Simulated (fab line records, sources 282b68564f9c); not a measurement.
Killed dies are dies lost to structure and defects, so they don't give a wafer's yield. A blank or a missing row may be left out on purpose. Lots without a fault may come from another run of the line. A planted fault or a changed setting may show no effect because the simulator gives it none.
fab line records | flow rit_cmos
record lots=6 wafers=18 last_day=7
route steps=202 shown ACTIVE@1 FOX1@20 FOX2@23 M1@202
lots that met no fault: from a run of the same line without faults
start_h: hours from the record's first day to the start of the lot's first wafer shown | wait_h: hours since the lot's step before | " the same as in the row above | L1.1+2: a row that stands for several wafers | - no value, or no start given | * or withheld: withheld | < > ~ a bound
route shown NAME@n: a module of which the file shows steps, and the number in the route of the first | usual: mean/standard deviation of fault-free wafers | same: alike in all rows | chamber/n: place in a boat | sites: the reading at each site | _std_site: their standard deviation | _edge_site: outer sites' mean less inner sites' | radius_mm: how far each site lies from the wafer's centre | mask NAME#n: copy n | behind: the tool/chamber that last shaped the wafer | hold: why the lot was held/for how many hours/how that ended | device: the transistor (n, p or np) that didn't switch | end of line: the same wafers' tests at the end of the route | a step without rows: its recipe alone | killed: dies lost to structure and defects at the first sort, not the wafer's yield | map: a wafer's dies, x killed, . not, _ none there
set.NAME: the setting as run; set.NAME@STEP: as run at that earlier step | model.NAME: the simulator's own value behind a step, which no gauge read
lots at some steps of the route; a table a step, a row a wafer
services: from which hour (start_h, from the record's first day; less than 0 if before it) a tool's chamber was out of use, for how many hours, and why
## steps
# step RIT_ACTIVE_BOW_MEAS_00
# recipe mode=bow
# usual INCOMING_BOW=0/6.2
# columns lot.wafer tool chamber start_h wait_h INCOMING_BOW[um]
L424.2 film_metro-04 - 15.02 - -6
L424.4 " - " " -1
L424.5 " - " " 1
L426.1 film_metro-01 - 25.00 - 1
L426.4 " - " " -8
L426.6 " - " " 7
L435.1 film_metro-04 - 70.00 - -3
L435.2 " - " " 6
L435.4 " - " " 3
L436.1 film_metro-03 - 75.00 - 0
L436.3 " - " " 3
L436.6 " - " " -7
L437.2 film_metro-03 - 80.02 - 5
L437.3 " - " " -10
L437.4 " - " " -1
L446.1 film_metro-01 - 125.00 - 1
L446.2 " - " " -10
L446.3 " - " " -2
# step RIT_ACTIVE_OXIDATION_01
# recipe temp_c=1007 ambient=O2 target_thk_a=468 ox_time_s=3360
# step RIT_ACTIVE_THK_MEAS_02
# recipe reads=SiO2_of_ACTIVE_OXIDATION_01
# usual ACTIVE_OXIDE_THK=50.1/0.85
# columns lot.wafer tool chamber start_h wait_h ACTIVE_OXIDE_THK[nm]
L424.2 film_metro-03 - 17.06 0.0 49.5
L424.4 " - " " 50.5
L424.5 " - " " 49.6
L426.1 film_metro-01 - 27.24 0.0 48.7
L426.4 " - " " 48.6
L426.6 " - " " 48.8
L435.1 film_metro-04 - 73.10 0.0 51.5
L435.2 " - " " 50.4
L435.4 " - " " 51.6
L436.1 film_metro-03 - 78.21 0.0 50.2
L436.3 " - " " 49.9
L436.6 " - " " 49.9
L437.2 film_metro-01 - 82.06 0.0 49.9
L437.3 " - " " 49.7
L437.4 " - " " 48.7
L446.1 film_metro-04 - 127.05 0.0 49.7
L446.2 " - " " 49.7
L446.3 " - " " 50.0
# step RIT_ACTIVE_CVD_03
# recipe material=Si3N4 target_thk_nm=150 temp_c=810 precursor=SiH2Cl2/NH3 time_s=1500 pressure_mtorr=300 sih2cl2_flow_sccm=60 nh3_flow_sccm=150
# usual zone_power_load_pct=20.2/1.4
# columns lot.wafer tool chamber start_h wait_h zone_power_load_pct model.Si3N4_of_ACTIVE_CVD_03.thk_nm
L424.2 lpcvd-01 1 17.11 0.0 20.0 150.7
L424.4 " 1 " " 19.9 151.2
L424.5 " 1 " " 20.0 150.1
L426.1 lpcvd-01 0 27.30 0.1 18.4 152.4
L426.4 " 0 " " 18.1 152.6
L426.6 " 0 " " 18.1 151.5
L435.1 lpcvd-01 1 73.16 0.1 20.7 82.09
L435.2 " 1 " " 20.1 80.79
L435.4 " 1 " " 20.1 80.56
L436.1 lpcvd-01 1 78.88 0.7 19.8 80.24
L436.3 " 1 " " 19.8 80.28
L436.6 " 1 " " 19.9 79.96
L437.2 lpcvd-02 1 82.11 0.0 22.2 148.3
L437.3 " 1 " " 21.8 148.7
L437.4 " 1 " " 22.2 148.3
L446.1 lpcvd-02 1 127.11 0.1 22.0 150.4
L446.2 " 1 " " 22.4 150.7
L446.3 " 1 " " 21.4 150.6
# step RIT_ACTIVE_THK_MEAS_04
# recipe reads=Si3N4_of_ACTIVE_CVD_03
# usual ACTIVE_NITRIDE_THK=149.9/1.5
# columns lot.wafer tool chamber start_h wait_h ACTIVE_NITRIDE_THK[nm]
L424.2 film_metro-03 - 18.54 0.0 150.7
L424.4 " - " " 151.2
L424.5 " - " " 150.3
L426.1 film_metro-01 - 28.71 0.0 152.3
L426.4 " - " " 152.6
L426.6 " - " " 151.5
L435.1 film_metro-04 - 74.58 0.2 82.0
L435.2 " - " " 80.7
L435.4 " - " " 80.6
L436.1 film_metro-04 - 80.29 0.2 80.2
L436.3 " - " " 80.3
L436.6 " - " " 79.9
L437.2 film_metro-03 - 84.25 0.0 148.2
L437.3 " - " " 148.7
L437.4 " - " " 148.3
L446.1 film_metro-03 - 129.24 0.0 150.4
L446.2 " - " " 150.8
L446.3 " - " " 150.5
# step RIT_ACTIVE_HMDS_05
# recipe prime_time_s=58.85 prime_temp_c=140
# step RIT_ACTIVE_COAT_06
# recipe resist=NOVOLAK spin_rpm=3250 resist_thk_nm=1000
# step RIT_ACTIVE_SOFTBAKE_07
# recipe resist=NOVOLAK temp_c=90 time_s=60
# step RIT_ACTIVE_EXPOSE_08
# recipe mask_id=M1 na=0.6 source_shape=conventional sigma_outer=0.6 target_cd_nm=1400 dose_mj=225
# step RIT_ACTIVE_PEB_09
# recipe resist=NOVOLAK temp_c=withheld time_s=withheld
# step RIT_ACTIVE_DEVELOP_10
# recipe resist=NOVOLAK develop_time_s=50 dev_temp_c=23
# step RIT_ACTIVE_CD_MEAS_11
# recipe target_cd_nm=1400
# usual cd_nm=1399.8/2.5
# columns lot.wafer tool chamber start_h wait_h cd_nm
L424.2 cd_sem-01 - 19.46 - 1402.8
L424.4 " - " " 1400.1
L424.5 " - " " 1401.4
L426.1 cd_sem-01 - 29.75 - 1397.2
L426.4 " - " " 1399.8
L426.6 " - " " 1398.1
L435.1 cd_sem-02 - 75.61 - 1400.5
L435.2 " - " " 1400.8
L435.4 " - " " 1399.6
L436.1 cd_sem-01 - 81.23 - 1400.4
L436.3 " - " " 1398.2
L436.6 " - " " 1399.0
L437.2 cd_sem-02 - 85.19 - 1398.4
L437.3 " - " " 1396.6
L437.4 " - " " 1399.4
L446.1 cd_sem-02 - 130.15 - 1399.3
L446.2 " - " " 1396.2
L446.3 " - " " 1397.4
# step RIT_ACTIVE_HARDBAKE_12
# recipe resist=NOVOLAK temp_c=140 time_s=60
# step RIT_ACTIVE_ETCH_13
# recipe stop_on=SiO2 chemistry=SF6 target=Si3N4 time_s=210 over_etch_frac=0.4 SF6_flow_sccm=200 pressure_mtorr=260 rf_w=125 target_depth_a=2100
# usual drypump_motor_current_A=5.7/0.3 oes_product_au=0.816/0.012 rf_fwd_power_W=124.7/0.35 throttle_valve_pct=7.46/0.15
# same over_etch_frac=0.4
# columns lot.wafer tool chamber start_h wait_h drypump_motor_current_A oes_product_au rf_fwd_power_W rf_hours_counter_h throttle_valve_pct model.etch.depth_nm model.ACTIVE.feature_depth_nm
L424.2 rie_diel-03 1 19.71 0.1 5.2 0.817 124.8 157 7.31 150.7 153
L424.4 " 2 " " 5.7 0.822 125.1 2 7.46 151.2 151.6
L424.5 " 1 " " 5.2 0.819 124.7 - 7.32 150.1 152.5
L426.1 rie_diel-01 0 30.02 0.1 5.7 0.823 124.7 171 7.30 152.4 154.3
L426.4 " 3 " " 5.6 0.844 124.7 31 7.70 152.6 153.3
L426.6 " 3 " " 5.6 0.841 124.0 - 7.70 151.5 152.2
L435.1 rie_diel-01 2 75.88 0.1 5.6 0.613 124.6 37 7.29 82.09 82.09
L435.2 " 3 " " 5.6 0.623 124.8 32 7.71 80.79 81.48
L435.4 " 3 " " 5.6 0.622 124.9 - 7.69 80.56 81.26
L436.1 rie_diel-03 2 81.50 0.1 5.7 0.609 125.2 3 7.45 80.24 80.65
L436.3 " 1 " " 5.2 0.611 124.7 158 7.33 80.28 82.62
L436.6 " 1 " " 5.2 0.599 125.2 - 7.33 79.96 82.3
L437.2 rie_diel-04 0 85.44 0.1 5.3 0.782 125.3 112 7.45 148.3 148.3
L437.3 " 3 " " 6.5 0.806 125.0 5 7.52 148.7 148.7
L437.4 " 2 " " 6.3 0.813 124.6 7 7.54 148.3 148.4
L446.1 rie_diel-03 2 130.42 0.1 5.7 0.828 124.5 4 7.45 150.4 150.8
L446.2 " 1 " " 5.2 0.809 124.3 0 7.34 150.7 153.1
L446.3 " 3 " " 6.0 0.831 124.8 4 7.30 150.6 150.6
# step RIT_ACTIVE_STRIP_14
# recipe chemistry=O2 time_s=180 resist=NOVOLAK platen_temp_c=withheld power_w=500 pressure_mtorr=4000 o2_flow_sccm=4000
# usual drypump_motor_current_A=5.7/0.44 o2_flow_sccm=4000/11
# columns lot.wafer tool chamber start_h wait_h drypump_motor_current_A o2_flow_sccm rf_hours_counter_h
L424.2 plasma_asher-02 0 19.84 0.1 6.4 3993 36
L424.4 " 1 " " 5.5 3977 -
L424.5 " 1 " " 5.4 3992 -
L426.1 plasma_asher-03 1 30.15 0.1 5.3 4001 39
L426.4 " 0 " " 5.5 3994 -
L426.6 " 0 " " 5.6 3990 -
L435.1 plasma_asher-02 0 76.01 0.1 6.4 3997 42
L435.2 " 1 " " 5.4 4001 42
L435.4 " 0 " " 6.4 3995 -
L436.1 plasma_asher-02 0 81.63 0.1 6.4 3995 43
L436.3 " 1 " " 5.5 4003 -
L436.6 " 1 " " 5.4 3999 -
L437.2 plasma_asher-02 1 85.58 0.1 5.4 4013 43
L437.3 " 0 " " 6.4 4004 -
L437.4 " 1 " " 5.5 4011 -
L446.1 plasma_asher-02 0 130.55 0.1 6.4 3992 48
L446.2 " 1 " " 5.5 3992 48
L446.3 " 0 " " 6.4 3977 -
# step RIT_ACTIVE_CD_MEAS_90
# recipe target_cd_nm=1400
# usual cd_nm=1399.8/2.5
# columns lot.wafer tool chamber start_h wait_h cd_nm
L424.2 cd_sem-01 - 20.04 0.1 1402.3
L424.4 " - " " 1400.2
L424.5 " - " " 1401.3
L426.1 cd_sem-01 - 30.33 0.1 1396.6
L426.4 " - " " 1400.0
L426.6 " - " " 1397.7
L435.1 cd_sem-01 - 76.19 0.1 1401.2
L435.2 " - " " 1400.3
L435.4 " - " " 1399.2
L436.1 cd_sem-01 - 81.80 0.1 1400.6
L436.3 " - " " 1398.4
L436.6 " - " " 1399.4
L437.2 cd_sem-01 - 85.77 0.1 1398.4
L437.3 " - " " 1396.3
L437.4 " - " " 1399.6
L446.1 cd_sem-02 - 130.73 0.1 1399.0
L446.2 " - " " 1396.5
L446.3 " - " " 1397.5
# step RIT_ACTIVE_CLEAN_15
# recipe chemistry=SC1 mix=3:3:50 time_s=600 temp_c=75
# step RIT_ACTIVE_CLEAN_16
# recipe chemistry=dHF dilution=50:1 time_s=30
# step RIT_ACTIVE_CLEAN_17
# recipe chemistry=SC2 mix=3:3:50 time_s=600 temp_c=75 dry=n2_spin
# step RIT_FOX1_OXIDATION_00
# recipe temp_c=1100 ambient=H2O target_thk_a=3507 p_h2o_torr=720 ox_time_s=1130
# step RIT_FOX1_THK_MEAS_01
# recipe reads=SiO2_of_FOX1_OXIDATION_00
# usual FOX1_OXIDE_THK=350/5.6
# columns lot.wafer tool chamber start_h wait_h FOX1_OXIDE_THK[nm]
L424.2 film_metro-02 - 22.88 0.0 344
L424.4 " - " " 339
L424.5 " - " " 344
L426.1 film_metro-04 - 32.49 0.0 337
L426.4 " - " " 342
L426.6 " - " " 347
L435.1 film_metro-02 - 77.99 0.0 351
L435.2 " - " " 349
L435.4 " - " " 354
L436.1 film_metro-01 - 83.64 0.0 347
L436.3 " - " " 355
L436.6 " - " " 351
L437.2 film_metro-04 - 90.04 0.0 356
L437.3 " - " " 352
L437.4 " - " " 353
L446.1 film_metro-01 - 132.88 0.0 352
L446.2 " - " " 356
L446.3 " - " " 349
# step RIT_FOX1_WET_ETCH_02
# recipe chemistry=BOE target_depth_nm=350 time_s=390 temp_c=21.5 dry=n2_spin dilution=10:1 target=SiO2
# step RIT_FOX2_OXIDATION_00
# recipe temp_c=1100 ambient=H2O target_thk_a=3507 p_h2o_torr=720 ox_time_s=1130
# step RIT_FOX2_THK_MEAS_01
# recipe reads=SiO2_of_FOX2_OXIDATION_00
# usual FOX2_OXIDE_THK=349/8.3
# columns lot.wafer tool chamber start_h wait_h FOX2_OXIDE_THK[nm]
L424.2 film_metro-02 - 24.37 0.0 341
L424.4 " - " " 337
L424.5 " - " " 337
L426.1 film_metro-02 - 35.20 0.0 339
L426.4 " - " " 342
L426.6 " - " " 339
L435.1 film_metro-03 - 79.49 0.0 349
L435.2 " - " " 350
L435.4 " - " " 352
L436.1 film_metro-03 - 85.79 0.0 348
L436.3 " - " " 350
L436.6 " - " " 352
L437.2 film_metro-02 - 91.94 0.0 346
L437.3 " - " " 346
L437.4 " - " " 347
L446.1 film_metro-03 - 134.37 0.0 337
L446.2 " - " " 340
L446.3 " - " " 341
# step RIT_FOX2_CLEAN_02
# recipe chemistry=dHF dilution=50:1 time_s=180
# columns lot.wafer tool chamber start_h wait_h model.Si3N4_of_ACTIVE_CVD_03.thk_nm
L424.2 wet_bench-04 3 24.42 0.0 131.5
L424.4 " 3 " " 131.9
L424.5 " 3 " " 130.9
L426.1 wet_bench-04 2 35.26 0.1 133.2
L426.4 " 2 " " 133.3
L426.6 " 2 " " 132.3
L435.1 wet_bench-04 3 79.55 0.1 62.88
L435.2 " 3 " " 61.54
L435.4 " 3 " " 61.34
L436.1 wet_bench-02 3 85.85 0.1 61.09
L436.3 " 3 " " 61.11
L436.6 " 3 " " 60.79
L437.2+4 wet_bench-02 3 91.99 0.0 129.1
L437.3 " 3 " " 129.5
L446.1 wet_bench-02 3 134.43 0.1 131
L446.2 " 3 " " 131.4
L446.3 " 3 " " 131.2
# step RIT_FOX2_WET_ETCH_03
# recipe chemistry=H3PO4 target=Si3N4 target_depth_nm=195 temp_c=165 time_s=2700
# step RIT_M1_PROBE_99
# usual killed_at_M0_to_M3=0.0/0.14 killed_at_contacts=0.1/0.34 killed_at_front_end=6.6/2.7 killed_dies=6.7/2.7 killed_open=3.5/1.9 killed_short=3.1/1.8
# same gross_dies=264 killed_at_M4_up=0 killed_at_back_side=0 killed_at_other=0
# columns lot.wafer tool chamber start_h wait_h killed_at_M0_to_M3 killed_at_contacts killed_at_front_end killed_dies killed_open killed_short model.etest.nldd.width_nm model.etest.pldd.width_nm model.etest.pplus_sal.width_nm model.etest.nplus_sal.width_nm model.etest.nmos_narrow.drive_ua_um model.etest.pmos_narrow.drive_ua_um model.etest.pplus_sal.line_ohm_um model.etest.nplus_sal.line_ohm_um
L424.2 prober-02 - 64.37 0.1 0 0 9 9 8 1 3183 3156 3452 3469 227.6 103.3 1.234 1.198
L424.4 prober-02 - 64.47 0.2 0 0 3 3 0 3 3192 3179 3448 3453 222.7 100.6 1.179 1.19
L424.5 prober-02 - 64.52 0.2 0 0 8 8 5 3 3178 3178 3445 3460 221.7 99.84 1.193 1.23
L426.1 prober-02 - 73.60 0.1 0 0 5 5 1 4 3199 3176 3445 3434 224.7 97.11 1.186 1.202
L426.4 prober-02 - 73.75 0.2 0 0 7 7 4 3 3194 3196 3474 3491 228.8 100.2 1.204 1.214
L426.6 prober-02 - 73.85 0.2 0 0 5 5 2 3 3189 3179 3439 3430 220.1 94.95 1.225 1.213
L435.1 prober-01 - 122.63 0.1 0 0 5 5 3 2 2977 2994 3332 3333 184.3 80.35 1.24 1.254
L435.2 prober-01 - 122.68 0.1 0 0 6 6 3 3 2998 2988 3342 3328 192.5 83.29 1.267 1.25
L435.4 prober-01 - 122.78 0.2 0 0 5 5 3 2 2979 2972 3305 3303 178.6 80.72 1.244 1.261
L436.1 prober-02 - 127.64 0.1 1 0 8 9 4 5 3023 3025 3359 3346 185.8 84.06 1.273 1.246
L436.3 prober-02 - 127.74 0.2 0 0 13 13 7 6 3003 2979 3342 3341 182.8 82.28 1.264 1.268
L436.6 prober-02 - 127.89 0.2 0 0 9 9 7 2 3020 3017 3357 3343 183.2 82.82 1.254 1.249
L437.2 prober-02 - 135.79 0.1 0 0 4 4 2 2 3147 3151 3438 3431 211.4 98.58 1.22 1.218
L437.3 prober-02 - 135.84 0.2 0 0 3 3 2 1 3149 3153 3404 3437 220 103.3 1.206 1.219
L437.4 prober-02 - 135.89 0.2 0 0 6 6 6 0 3144 3168 3433 3409 222.8 103 1.219 1.209
L446.1 prober-02 - 175.07 0.1 0 0 6 6 3 3 3169 3167 3452 3449 225.4 102.8 1.198 1.197
L446.2 prober-02 - 175.12 0.1 0 0 5 5 4 1 3153 3160 3438 3414 222.8 103.1 1.254 1.251
L446.3 prober-02 - 175.17 0.2 0 1 9 10 5 5 3154 3164 3454 3449 226.4 103.8 1.22 1.217
# killed by level:class
L424.2 GATE:geometric_particle:open=4 ACTIVE:geometric_particle:open=1 FOX1:geometric_particle:open=1 FOX2:geometric_particle:open=1 REOX:geometric_particle:open=1 SPACER:geometric_particle:short=1
L424.4 SPACER:geometric_particle:short=3
L424.5 GATE:geometric_particle:short=2 SPACER:geometric_particle:open=2 FOX2:geometric_particle:open=1 GATE:geometric_particle:open=1 REOX:geometric_particle:open=1 REOX:geometric_particle:short=1
L426.1 SILICIDE:geometric_particle:short=2 GATE:geometric_particle:short=1 REOX:geometric_particle:short=1 SILICIDE:geometric_particle:open=1
L426.4 REOX:geometric_particle:open=3 FOX1:geometric_particle:short=2 GATE:geometric_particle:open=1 GATE:geometric_particle:short=1
L426.6 FOX1:geometric_particle:open=1 FOX1:geometric_particle:short=1 FOX2:geometric_particle:short=1 GATE:geometric_particle:open=1 SILICIDE:geometric_particle:short=1
L435.1 ACTIVE:geometric_particle:open=1 FOX1:geometric_particle:short=1 FOX2:geometric_particle:open=1 GATE:geometric_particle:open=1 SPACER:geometric_particle:short=1
L435.2 SPACER:geometric_particle:short=2 GATE:geometric_particle:open=1 REOX:geometric_particle:short=1 SPACER:geometric_particle:open=1 SILICIDE:geometric_particle:open=1
L435.4 GATE:geometric_particle:open=2 FOX1:geometric_particle:short=1 GATE:geometric_particle:short=1 REOX:geometric_particle:open=1
L436.1 GATE:geometric_particle:open=3 GATE:geometric_particle:short=2 FOX2:geometric_particle:short=1 SPACER:geometric_particle:open=1 SILICIDE:geometric_particle:short=1 M1:geometric_particle:short=1
L436.3 GATE:geometric_particle:short=3 SILICIDE:geometric_particle:open=3 GATE:geometric_particle:open=2 REOX:geometric_particle:open=2 REOX:geometric_particle:short=1 SPACER:geometric_particle:short=1 SILICIDE:geometric_particle:short=1
L436.6 GATE:geometric_particle:open=3 SPACER:geometric_particle:open=3 REOX:geometric_particle:short=2 SILICIDE:geometric_particle:open=1
L437.2 GATE:geometric_particle:open=1 GATE:geometric_particle:short=1 REOX:geometric_particle:open=1 SPACER:geometric_particle:short=1
L437.3 FOX2:geometric_particle:short=1 SPACER:geometric_particle:open=1 SILICIDE:geometric_particle:open=1
L437.4 GATE:geometric_particle:open=2 SILICIDE:geometric_particle:open=2 FOX2:geometric_particle:open=1 SPACER:geometric_particle:open=1
L446.1 GATE:geometric_particle:open=3 REOX:geometric_particle:short=2 GATE:geometric_particle:short=1
L446.2 SILICIDE:geometric_particle:open=2 GATE:geometric_particle:open=1 SPACER:geometric_particle:open=1 SPACER:geometric_particle:short=1
L446.3 SILICIDE:geometric_particle:short=3 FOX1:geometric_particle:short=1 GATE:geometric_particle:short=1 GATE:geometric_particle:open=1 REOX:geometric_particle:open=1 SPACER:geometric_particle:open=1 SILICIDE:geometric_particle:open=1 CONTACT:geometric_particle:open=1
## services
# columns tool chamber start_h hours kind
rie_diel-04 0 7.54 9.5 repair
lpcvd-01 - 20.01 0.7 repair
rie_diel-04 0 25.28 4.8 repair
lpcvd-02 - 35.14 2.6 repair
wet_bench-04 - 39.35 1.9 pm
rie_diel-01 0 41.83 - clean
rie_diel-01 0 41.83 14.3 scheduled_down
rie_diel-01 0 41.83 14.3 vent_cycle
lpcvd-02 - 53.26 6.0 pm
rie_diel-03 0 71.75 2.1 repair
rie_diel-01 0 75.81 3.4 repair
rie_diel-03 - 82.90 2.8 pm
rie_diel-04 2 85.69 40.9 repair
rie_diel-04 1 93.01 11.3 repair
rie_diel-03 1 103.93 - clean
rie_diel-03 1 103.93 17.7 scheduled_down
rie_diel-03 1 103.93 17.7 vent_cycle
## key
first_sign step=RIT_ACTIVE_THK_MEAS_04 reading=ACTIVE_NITRIDE_THK direction=down sigmas=45 usual=149.9 struck=80.6
effect step=RIT_ACTIVE_ETCH_13 reading=oes_product_au direction=down sigmas=17 usual=0.816 struck=0.613
model_effect step=RIT_ACTIVE_CVD_03 value=Si3N4_of_ACTIVE_CVD_03.thk_nm without=151.1 struck=80.65
model_effect step=RIT_ACTIVE_ETCH_13 value=etch.depth_nm without=151.1 struck=80.65
model_effect step=RIT_FOX2_CLEAN_02 value=Si3N4_of_ACTIVE_CVD_03.thk_nm without=131.9 struck=61.46
model_effect step=RIT_M1_PROBE_99 value=etest.nldd.width_nm without=3144 struck=3000
met_at RIT_ACTIVE_CVD_03
struck_wafers L435.1,L435.2,L435.4,L436.1,L436.3,L436.6
tester_left_out L435,L436
onset_between 17.11 73.16
fault kind=process_parameter_drift tool=lpcvd-01 chamber=1 onset_h=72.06 steps=RIT_ACTIVE_CVD_03 channel=time_s offset=* shape=step end_h=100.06 acts_in=* stated=*
# tester_left_out: of these lots the tester's yield and bins aren't shown, on N5 and GAA mostly nor the transistor test; their killed dies are dies lost to structure and defects alone, not to doping, threshold or leakage, so they don't give the yield
